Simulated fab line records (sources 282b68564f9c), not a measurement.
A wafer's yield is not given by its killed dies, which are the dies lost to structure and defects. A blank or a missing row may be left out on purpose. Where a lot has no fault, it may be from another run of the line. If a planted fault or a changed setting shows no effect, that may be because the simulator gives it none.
fab line records	flow rit_cmos
[record] lots = 5	wafers = 15	last_day = 7
route steps=202 shown CONTACT@172 M1@184
lots that met no fault: from a run of the same line without faults
start_h: hours from the record's opening day to when the first of the lot's shown wafers began	wait_h: hours elapsed since this lot's preceding step	" identical to the entry in the row above	L1.1+2: one row covering several wafers at once	- value missing, or start not given	* or withheld: withheld	< > ~ a bound
route shown NAME@n: names a module that has steps shown in the file, with the first one's number in the route	usual: average and standard deviation across the fault-free wafers	same: alike in all rows	chamber/n: place in a boat	sites: readings site by site	_std_site: their standard deviation	_edge_site: the outer-site mean with the inner-site mean subtracted	radius_mm: for every site, how far away it sits from the centre of the wafer	mask NAME#n: copy n	behind: tool/chamber where the wafer was last shaped	hold: cause of the lot's hold/its duration in hours/its outcome	device: whichever transistor did not switch (one of n, p or np)	end of line: at the end of the route, the tests of the same wafers	a step without rows: its recipe alone	killed: dies lost to structure and defects at the first sort, not the wafer's yield	map: a wafer's dies, marking killed ones x, the rest . and places with no die _
set.NAME: the setting that was run; set.NAME@STEP: the one run at that earlier step	model.NAME: the simulator's own value behind a step, which no gauge read
lots seen at some steps along the route; tables by step, rows by wafer
services: the hour from which a tool's chamber was out of use, counted from the record's first day as start_h (under 0 if before that day), plus the number of hours and why
[[steps]]
[step RIT_CONTACT_SOFTBAKE_04]
[recipe] resist = NOVOLAK	temp_c = 90	time_s = 60
[step RIT_CONTACT_EXPOSE_05]
[recipe] mask_id = M11	na = 0.6	source_shape = conventional	sigma_outer = 0.5	target_cd_nm = 1000	dose_mj = 250
[step RIT_CONTACT_PEB_06]
[recipe] resist = NOVOLAK	temp_c = withheld	time_s = withheld
[step RIT_CONTACT_DEVELOP_07]
[recipe] resist = NOVOLAK	develop_time_s = 124.3	dev_temp_c = 23
[step RIT_CONTACT_CD_MEAS_08]
[recipe] target_cd_nm = 1000
[usual] cd_nm = 1000.6/2
lot.wafer	tool	chamber	start_h	wait_h	cd_nm
L686.1	cd_sem-02	-	57.09	-	1000.3
L686.2	"	-	"	"	1000.2
L686.4	"	-	"	"	1002.2
L687.1	cd_sem-01	-	62.30	-	1001.8
L687.3	"	-	"	"	1001.5
L687.4	"	-	"	"	1003.1
L694.2	cd_sem-02	-	96.18	-	997.1
L694.4	"	-	"	"	995.9
L694.6	"	-	"	"	995.8
L703.1	cd_sem-02	-	143.06	-	998.8
L703.2	"	-	"	"	1003.4
L703.6	"	-	"	"	998.8
L707.3	cd_sem-02	-	161.98	-	997.6
L707.5	"	-	"	"	998.2
L707.6	"	-	"	"	997.9
[step RIT_CONTACT_OVL_MEAS_09]
[usual] CONTACT_OVL = -0.8/1.3
lot.wafer	tool	chamber	start_h	wait_h	CONTACT_OVL[nm]
L686.1	overlay-01	-	57.21	0.1	-0.3
L686.2	"	-	"	"	-0.6
L686.4	"	-	"	"	1.0
L687.1	overlay-01	-	62.42	0.1	-0.4
L687.3	"	-	"	"	-2.0
L687.4	"	-	"	"	-1.8
L694.2	overlay-02	-	96.29	0.1	-0.9
L694.4	"	-	"	"	-0.7
L694.6	"	-	"	"	-0.9
L703.1	overlay-01	-	143.18	0.1	-0.3
L703.2	"	-	"	"	-0.5
L703.6	"	-	"	"	-0.2
L707.3	overlay-02	-	162.07	0.1	2.6
L707.5	"	-	"	"	1.8
L707.6	"	-	"	"	1.8
[step RIT_CONTACT_HARDBAKE_10]
[recipe] resist = NOVOLAK	temp_c = 140	time_s = 60
[step RIT_CONTACT_ETCH_11]
[recipe] target_depth_a = 4800	over_etch_frac = 0.2	stop_on = TiSi2	chemistry = CHF3/CF4/Ar	target = SiO2	CHF3_flow_sccm = 50	cf4_flow_sccm = 10	Ar_flow_sccm = 100	O2_flow_sccm = 5	pressure_mtorr = 100	rf_w = 200	time_s = 320
[usual] O2_flow_sccm = 5.000/0.013	drypump_motor_current_A = 5.91/0.26	oes_product_au = 0.992/0.012	throttle_valve_pct = 8.84/0.12
[same] time_s = 320
lot.wafer	tool	chamber	start_h	wait_h	O2_flow_sccm	drypump_motor_current_A	oes_product_au	rf_hours_counter_h	throttle_valve_pct
L686.1	rie_diel-03	2	57.39	0.1	4.999	6.30	0.973	106	8.54
L686.2	"	0	"	"	4.995	6.23	0.977	47	8.88
L686.4	"	1	"	"	4.983	5.76	0.992	38	9.06
L687.1	rie_diel-04	1	62.61	0.1	4.976	5.93	0.991	2	8.91
L687.3	"	2	"	"	5.003	6.02	0.980	165	8.86
L687.4	"	0	"	"	4.988	5.53	1.005	83	8.82
L694.2	rie_diel-04	3	96.47	0.1	4.971	5.62	1.000	8	8.81
L694.4	"	0	"	"	4.995	5.54	1.002	83	8.82
L694.6	"	3	"	"	4.993	5.60	1.000	-	8.81
L703.1	rie_diel-01	1	143.36	0.1	4.989	6.25	0.969	6	8.71
L703.2	"	0	"	"	5.004	6.24	1.023	27	8.77
L703.6	"	3	"	"	4.972	5.82	0.993	-	8.89
L707.3	rie_diel-04	1	162.25	0.1	4.999	5.94	0.991	5	8.90
L707.5	"	0	"	"	4.985	5.56	1.007	-	8.82
L707.6	"	1	"	"	4.997	5.90	0.989	-	8.91
[step RIT_CONTACT_STRIP_12]
[recipe] chemistry = O2	time_s = 180	resist = NOVOLAK	platen_temp_c = withheld	power_w = 500	pressure_mtorr = 4000	o2_flow_sccm = 4000
[usual] drypump_motor_current_A = 5.91/0.29
[same] time_s = 180
lot.wafer	tool	chamber	start_h	wait_h	drypump_motor_current_A	rf_hours_counter_h
L686.1	plasma_asher-03	0	57.59	0.1	6.13	29
L686.2	"	1	"	"	5.77	29
L686.4	"	0	"	"	6.12	-
L687.1	plasma_asher-04	1	62.80	0.1	5.28	42
L687.3	"	1	"	"	5.28	-
L687.4	"	0	"	"	6.28	-
L694.2	plasma_asher-03	1	96.66	0.1	5.73	33
L694.4	"	1	"	"	5.74	-
L694.6	"	0	"	"	6.12	-
L703.1	plasma_asher-02	1	143.56	0.1	6.06	52
L703.2	"	0	"	"	5.97	52
L703.6	"	1	"	"	6.05	-
L707.3	plasma_asher-04	1	162.50	0.2	5.25	-
L707.5	"	1	"	"	5.26	-
L707.6	"	0	"	"	6.29	-
[step RIT_CONTACT_CD_MEAS_90]
[recipe] target_cd_nm = 1000
[usual] cd_nm = 1000.7/2.1
lot.wafer	tool	chamber	start_h	wait_h	cd_nm
L686.1	cd_sem-02	-	57.76	0.1	1001.2
L686.2	"	-	"	"	1000.4
L686.4	"	-	"	"	1002.6
L687.1	cd_sem-02	-	62.98	0.1	1001.6
L687.3	"	-	"	"	1001.9
L687.4	"	-	"	"	1003.5
L694.2	cd_sem-01	-	96.86	0.1	997.1
L694.4	"	-	"	"	996.1
L694.6	"	-	"	"	995.2
L703.1	cd_sem-01	-	143.73	0.1	998.1
L703.2	"	-	"	"	1003.3
L703.6	"	-	"	"	998.6
L707.3	cd_sem-02	-	162.66	0.1	997.7
L707.5	"	-	"	"	998.7
L707.6	"	-	"	"	998.6
[step RIT_CONTACT_CLEAN_13]
[recipe] chemistry = SC1	mix = 3:3:50	time_s = 600	temp_c = 75
[step RIT_CONTACT_CLEAN_14]
[recipe] chemistry = SC2	mix = 3:3:50	time_s = 600	temp_c = 75	dry = n2_spin
[step RIT_M1_SPUTTER_00]
[recipe] material = Al	target_thk_nm = 400	power_w = 2000	chamber_pressure_pa = 0.4	gas = Ar	time_s = 500	substrate_temp_c = 25
[usual] chamber_pressure_pa = 0.4001/0.00073	throttle_valve_pct = 29.8/0.92
[same] time_s = 500
lot.wafer	tool	chamber	start_h	wait_h	chamber_pressure_pa	throttle_valve_pct	model.Al_of_M1_SPUTTER_00.thk_nm
L686.1	pvd_sputter-03	-	58.25	0.0	0.4018	29.5	398.4
L686.2	"	-	"	"	0.4005	31.2	398.3
L686.4	"	-	"	"	0.4004	30.0	395.7
L687.1	pvd_sputter-02	-	63.45	0.0	0.4005	28.6	396.5
L687.3	"	-	"	"	0.3998	30.1	397.9
L687.4	"	-	"	"	0.4001	28.6	398.5
L694.2	pvd_sputter-03	-	97.32	0.0	0.3993	30.0	400.1
L694.4	"	-	"	"	0.4551	28.4	389
L694.6	"	-	"	"	0.4009	30.1	400.7
L703.1	pvd_sputter-02	-	144.22	0.0	0.3991	29.0	397.9
L703.2	"	-	"	"	0.3995	30.4	404
L703.6	"	-	"	"	0.3997	30.0	397
L707.3	pvd_sputter-02	-	163.10	0.0	0.4001	30.4	400.9
L707.5	"	-	"	"	0.4003	30.7	399.2
L707.6	"	-	"	"	0.3999	29.0	392
[step RIT_M1_RS_MEAS_01]
[recipe] thk_meas_gauge = four-point-probe	reads = Al_of_M1_SPUTTER_00
[usual] M1_AL_RS = 0.0735/0.00066
lot.wafer	tool	chamber	start_h	wait_h	M1_AL_RS[ohm/sq]
L686.1	film_metro-03	-	58.54	0.1	0.0738
L686.2	"	-	"	"	0.0738
L686.4	"	-	"	"	0.0743
L687.1	film_metro-01	-	63.74	0.1	0.0742
L687.3	"	-	"	"	0.0741
L687.4	"	-	"	"	0.0737
L694.2	film_metro-01	-	97.64	0.2	0.0736
L694.4	"	-	"	"	0.0763
L694.6	"	-	"	"	0.0735
L703.1	film_metro-01	-	144.51	0.1	0.0738
L703.2	"	-	"	"	0.0728
L703.6	"	-	"	"	0.0740
L707.3	film_metro-03	-	163.44	0.2	0.0732
L707.5	"	-	"	"	0.0736
L707.6	"	-	"	"	0.0748
[step RIT_M1_THK_MEAS_02]
[recipe] thk_meas_gauge = xrf	reads = Al_of_M1_SPUTTER_00
[usual] M1_AL_THK = 395/4
lot.wafer	tool	chamber	start_h	wait_h	M1_AL_THK[nm]
L686.1	film_metro-03	-	58.66	0.1	395
L686.2	"	-	"	"	393
L686.4	"	-	"	"	390
L687.1	film_metro-01	-	63.86	0.1	392
L687.3	"	-	"	"	395
L687.4	"	-	"	"	394
L694.2	film_metro-01	-	97.75	0.1	396
L694.4	"	-	"	"	382
L694.6	"	-	"	"	397
L703.1	film_metro-01	-	144.63	0.1	388
L703.2	"	-	"	"	397
L703.6	"	-	"	"	386
L707.3	film_metro-03	-	163.54	0.1	395
L707.5	"	-	"	"	394
L707.6	"	-	"	"	384
[step RIT_M1_HMDS_03]
[recipe] prime_time_s = 60	prime_temp_c = 140
[step RIT_M1_COAT_04]
[recipe] resist = NOVOLAK	spin_rpm = 2000	resist_thk_nm = 1300
[step RIT_M1_SOFTBAKE_05]
[recipe] resist = NOVOLAK	temp_c = 90	time_s = 60
[step RIT_M1_EXPOSE_06]
[recipe] mask_id = M12	na = 0.6	source_shape = conventional	sigma_outer = 0.5	target_cd_nm = 2600	dose_mj = 250
[step RIT_M1_PEB_07]
[recipe] resist = NOVOLAK	temp_c = withheld	time_s = withheld
[step RIT_M1_DEVELOP_08]
[recipe] resist = NOVOLAK	develop_time_s = 68	dev_temp_c = 23
[step RIT_M1_CD_MEAS_09]
[recipe] target_cd_nm = 2600
[usual] cd_nm = 2600.1/2.3
lot.wafer	tool	chamber	start_h	wait_h	cd_nm
L686.1	cd_sem-02	-	59.60	-	2599.6
L686.2	"	-	"	"	2599.0
L686.4	"	-	"	"	2599.3
L687.1	cd_sem-02	-	64.80	-	2597.8
L687.3	"	-	"	"	2596.0
L687.4	"	-	"	"	2595.9
L694.2	cd_sem-02	-	98.82	-	2601.2
L694.4	"	-	"	"	2600.7
L694.6	"	-	"	"	2599.7
L703.1	cd_sem-02	-	145.57	-	2602.2
L703.2	"	-	"	"	2601.1
L703.6	"	-	"	"	2600.8
L707.3	cd_sem-02	-	164.50	-	2599.5
L707.5	"	-	"	"	2598.3
L707.6	"	-	"	"	2599.0
[step RIT_M1_OVL_MEAS_10]
[usual] M1_OVL = 0.5/1.5
lot.wafer	tool	chamber	start_h	wait_h	M1_OVL[nm]
L686.1	overlay-02	-	59.72	0.1	2.3
L686.2	"	-	"	"	3.6
L686.4	"	-	"	"	2.7
L687.1	overlay-01	-	64.92	0.1	3.6
L687.3	"	-	"	"	1.5
L687.4	"	-	"	"	1.1
L694.2	overlay-02	-	98.93	0.1	0.2
L694.4	"	-	"	"	2.0
L694.6	"	-	"	"	2.7
L703.1	overlay-01	-	145.73	0.1	0.7
L703.2	"	-	"	"	0.4
L703.6	"	-	"	"	-1.3
L707.3	overlay-02	-	164.59	0.1	-3.3
L707.5	"	-	"	"	-1.9
L707.6	"	-	"	"	-2.2
[step RIT_M1_HARDBAKE_11]
[recipe] resist = NOVOLAK	temp_c = 140	time_s = 120
[step RIT_M1_METAL_ETCH_12]
[recipe] stop_on = SiO2	chemistry = Cl2/BCl3	target = Al	time_s = 165	over_etch_frac = 0.5	pressure_mtorr = 100	target_depth_a = 6000	rf_w = 242.8	Cl2_flow_sccm = 60	bcl3_flow_sccm = 50
[usual] drypump_motor_current_A = 5.6/0.53	oes_product_au = 0.777/0.011	throttle_valve_pct = 8.29/0.096
[same] time_s = 165
lot.wafer	tool	chamber	start_h	wait_h	drypump_motor_current_A	oes_product_au	rf_hours_counter_h	throttle_valve_pct	model.etch.depth_nm	model.M1.feature_depth_nm
L686.1	rie_metal-04	1	60.01	0.2	5.9	0.785	33	8.34	398.4	428.6
L686.2	"	0	"	"	4.8	0.783	38	8.24	398.3	428.8
L686.4	"	0	"	"	4.8	0.784	-	8.24	395.7	426.2
L687.1	rie_metal-02	0	65.21	0.2	5.5	0.779	1	8.47	396.5	427.4
L687.3	"	0	"	"	5.5	0.773	-	8.47	397.9	429
L687.4	"	1	"	"	6.2	0.778	-	8.30	398.5	430.6
L694.2	rie_metal-03	0	99.21	0.2	6.2	0.774	2	8.22	400.1	431.7
L694.4	"	0	"	"	6.2	0.754	-	8.21	389	420.5
L694.6	"	0	"	"	6.2	0.770	-	8.23	400.7	432.1
L703.1	rie_metal-03	1	146.13	0.2	5.3	0.762	4	8.17	397.9	429.3
L703.2	"	0	"	"	6.2	0.770	3	8.24	404	435.2
L703.6	"	0	"	"	6.2	0.763	-	8.24	397	428.3
L707.3	rie_metal-03	1	164.92	0.2	5.2	0.770	-	8.16	400.9	432.2
L707.5	"	0	"	"	6.2	0.760	-	8.24	399.2	430.4
L707.6	"	1	"	"	5.3	0.763	-	8.17	392	423.2
[step RIT_M1_STRIP_13]
[recipe] chemistry = nmp	resist = NOVOLAK	temp_c = 80	time_s = 600	dry = n2_spin
[step RIT_M1_PROBE_99]
[usual] defect_limited_yield = 97.6/1.1	killed_at_M0_to_M3 = 0.0/0.14	killed_at_contacts = 0.1/0.29	killed_at_front_end = 6.3/2.8	killed_dies = 6.4/2.8	killed_on_rim = 1.8/1.4	killed_open = 3.3/1.7	killed_short = 3.1/1.9	sort_bin_3_pad_short = 0.1/0.23	sort_bin_5_function = 1.4/0.78	sort_bin_6_memory = 0.9/0.63	sort_n_pass = 257.6/2.8	sort_yield_pct = 97.6/1.1
[same] gross_dies = 264	killed_at_M4_up = 0	killed_at_back_side = 0	killed_at_other = 0
lot.wafer	tool	chamber	start_h	wait_h	defect_limited_yield[%]	killed_at_M0_to_M3	killed_at_contacts	killed_at_front_end	killed_dies	killed_on_rim	killed_open	killed_short	sort_bin_3_pad_short[%]	sort_bin_5_function[%]	sort_bin_6_memory[%]	sort_n_pass	sort_yield_pct[%]	model.etest.m1.rs_ohm_sq
L686.1	prober-02	-	63.44	0.1	97.0	0	0	8	8	2	4	4	1.1	1.5	0.4	256.0	97.0	0.0724
L686.2	prober-02	-	63.49	0.1	97.7	0	0	6	6	1	4	2	0.4	1.1	0.8	258.0	97.7	0.07277
L686.4	prober-02	-	63.59	0.2	97.3	0	0	7	7	2	4	3	0.8	1.5	0.4	257.0	97.3	0.07316
L687.1	prober-01	-	68.46	0.1	97.7	0	0	6	6	2	3	3	0	1.9	0.4	258.0	97.7	0.07316
L687.3	prober-01	-	68.56	0.2	95.8	0	0	11	11	3	7	4	0.4	2.3	1.5	253.0	95.8	0.07313
L687.4	prober-01	-	68.61	0.2	98.5	0	0	4	4	0	3	1	0	0.8	0.8	260.0	98.5	0.07283
L694.2	prober-02	-	103.09	0.1	97.7	1	0	5	6	1	2	4	0	0.8	1.5	258.0	97.7	0.0724
L694.4	prober-02	-	103.19	0.2	97.0	0	0	8	8	3	6	2	0.4	1.9	0.8	256.0	97.0	0.0745
L694.6	prober-02	-	103.29	0.2	98.1	0	0	5	5	0	2	3	0	0.4	1.5	259.0	98.1	0.07243
L703.1	prober-01	-	148.38	0.1	98.5	0	0	4	4	2	2	2	0	0.8	0.8	260.0	98.5	0.07237
L703.2	prober-01	-	148.43	0.1	98.5	0	0	4	4	0	2	2	0.4	0.8	0.4	260.0	98.5	0.07182
L703.6	prober-01	-	148.63	0.2	97.0	0	1	7	8	3	4	4	0	2.3	0.8	256.0	97.0	0.07316
L707.3	prober-01	-	167.22	0.2	97.3	0	0	7	7	0	4	3	0	1.9	0.8	257.0	97.3	0.07274
L707.5	prober-01	-	167.32	0.2	96.2	0	0	10	10	3	4	6	0.4	0.8	2.7	254.0	96.2	0.07317
L707.6	prober-01	-	167.37	0.2	97.7	0	0	6	6	1	3	3	0	0.4	1.9	258.0	97.7	0.07416
// killed by level:class
L686.1 GATE:geometric_particle:open=2 GATE:geometric_particle:short=2 SPACER:geometric_particle:open=2 SPACER:geometric_particle:short=1 SILICIDE:geometric_particle:short=1
L686.2 GATE:geometric_particle:open=3 GATE:geometric_particle:short=1 SPACER:geometric_particle:open=1 SPACER:geometric_particle:short=1
L686.4 GATE:geometric_particle:open=2 FOX1:geometric_particle:open=1 GATE:geometric_particle:short=1 REOX:geometric_particle:short=1 SPACER:geometric_particle:open=1 SPACER:geometric_particle:short=1
L687.1 SILICIDE:geometric_particle:open=2 FOX1:geometric_particle:short=1 GATE:geometric_particle:open=1 SPACER:geometric_particle:short=1 SILICIDE:geometric_particle:short=1
L687.3 GATE:geometric_particle:open=5 GATE:geometric_particle:short=2 FOX2:geometric_particle:open=1 REOX:geometric_particle:short=1 SPACER:geometric_particle:open=1 SILICIDE:geometric_particle:short=1
L687.4 FOX1:geometric_particle:short=1 GATE:geometric_particle:open=1 REOX:geometric_particle:open=1 SILICIDE:geometric_particle:open=1
L694.2 SPACER:geometric_particle:open=2 SPACER:geometric_particle:short=2 REOX:geometric_particle:short=1 M1:geometric_particle:short=1
L694.4 GATE:geometric_particle:open=3 SPACER:geometric_particle:open=2 REOX:geometric_particle:short=1 REOX:geometric_particle:open=1 SPACER:geometric_particle:short=1
L694.6 FOX2:geometric_particle:short=1 GATE:geometric_particle:short=1 REOX:geometric_particle:open=1 SPACER:geometric_particle:open=1 SPACER:geometric_particle:short=1
L703.1 FOX2:geometric_particle:open=1 GATE:geometric_particle:short=1 GATE:geometric_particle:open=1 SILICIDE:geometric_particle:short=1
L703.2 FOX2:geometric_particle:open=2 GATE:geometric_particle:short=2
L703.6 GATE:geometric_particle:open=2 FOX2:geometric_particle:open=1 FOX2:geometric_particle:short=1 GATE:geometric_particle:short=1 REOX:geometric_particle:short=1 SPACER:geometric_particle:short=1 CONTACT:geometric_particle:open=1
L707.3 FOX1:geometric_particle:open=1 FOX1:geometric_particle:short=1 FOX2:geometric_particle:open=1 FOX2:geometric_particle:short=1 GATE:geometric_particle:open=1 GATE:geometric_particle:short=1 REOX:geometric_particle:open=1
L707.5 FOX1:geometric_particle:open=2 REOX:geometric_particle:short=2 FOX1:geometric_particle:short=1 GATE:geometric_particle:open=1 GATE:geometric_particle:short=1 SPACER:geometric_particle:short=1 SPACER:geometric_particle:open=1 SILICIDE:geometric_particle:short=1
L707.6 FOX1:geometric_particle:short=1 FOX1:geometric_particle:open=1 GATE:geometric_particle:open=1 REOX:geometric_particle:open=1 SPACER:geometric_particle:short=1 SILICIDE:geometric_particle:short=1
[[services]]
tool	chamber	start_h	hours	kind
plasma_asher-04	-	40.20	13.1	repair
rie_metal-03	-	40.49	14.6	pm
rie_diel-04	2	71.33	-	clean
rie_diel-04	2	71.33	14.6	scheduled_down
rie_diel-04	2	71.33	14.6	vent_cycle
plasma_asher-03	-	71.77	2.8	pm
rie_metal-04	-	75.78	2.8	pm
rie_diel-04	3	77.90	5.4	repair
plasma_asher-04	-	83.19	3.2	repair
rie_diel-03	-	105.71	4.3	pm
rie_metal-04	1	133.63	1.7	repair
rie_metal-03	-	135.30	1.4	pm
rie_metal-04	-	136.12	20.0	pm
rie_metal-04	0	136.12	20.0	vent_cycle
rie_metal-04	1	136.12	20.0	vent_cycle
plasma_asher-04	-	139.44	1.2	repair
pvd_sputter-03	-	140.72	5.2	repair
plasma_asher-02	-	152.50	10.0	pm
rie_metal-02	-	153.91	14.6	pm
rie_metal-04	0	156.12	-	clean
rie_metal-04	1	156.12	-	clean
rie_diel-01	2	162.57	4.2	repair
[[key]]
[first_sign] step = RIT_M1_SPUTTER_00	reading = chamber_pressure_pa	direction = up	sigmas = 75	usual = 0.4001	struck = 0.4551
[effect] step = RIT_M1_RS_MEAS_01	reading = M1_AL_RS	direction = up	sigmas = 4.3	usual = 0.0735	struck = 0.0763
[effect] step = RIT_M1_THK_MEAS_02	reading = M1_AL_THK	direction = down	sigmas = 3.1	usual = 395	struck = 382
[model_effect] step = RIT_M1_SPUTTER_00	value = Al_of_M1_SPUTTER_00.thk_nm	without = 401.9	struck = 389
[model_effect] step = RIT_M1_METAL_ETCH_12	value = etch.depth_nm	without = 401.9	struck = 389
[model_effect] step = RIT_M1_PROBE_99	value = etest.m1.rs_ohm_sq	without = 0.07211	struck = 0.0745
met_at RIT_M1_SPUTTER_00
struck_wafers L694.4
[fault] kind = process_parameter_drift	tool = pvd_sputter-03	chamber = -	onset_h = 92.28	steps = RIT_M1_SPUTTER_00	channel = chamber_pressure_pa	offset = 0.05532	shape = step	end_h = 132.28	acts_in = these_recipes_only	stated = 0.4	scope = struck_wafers_only
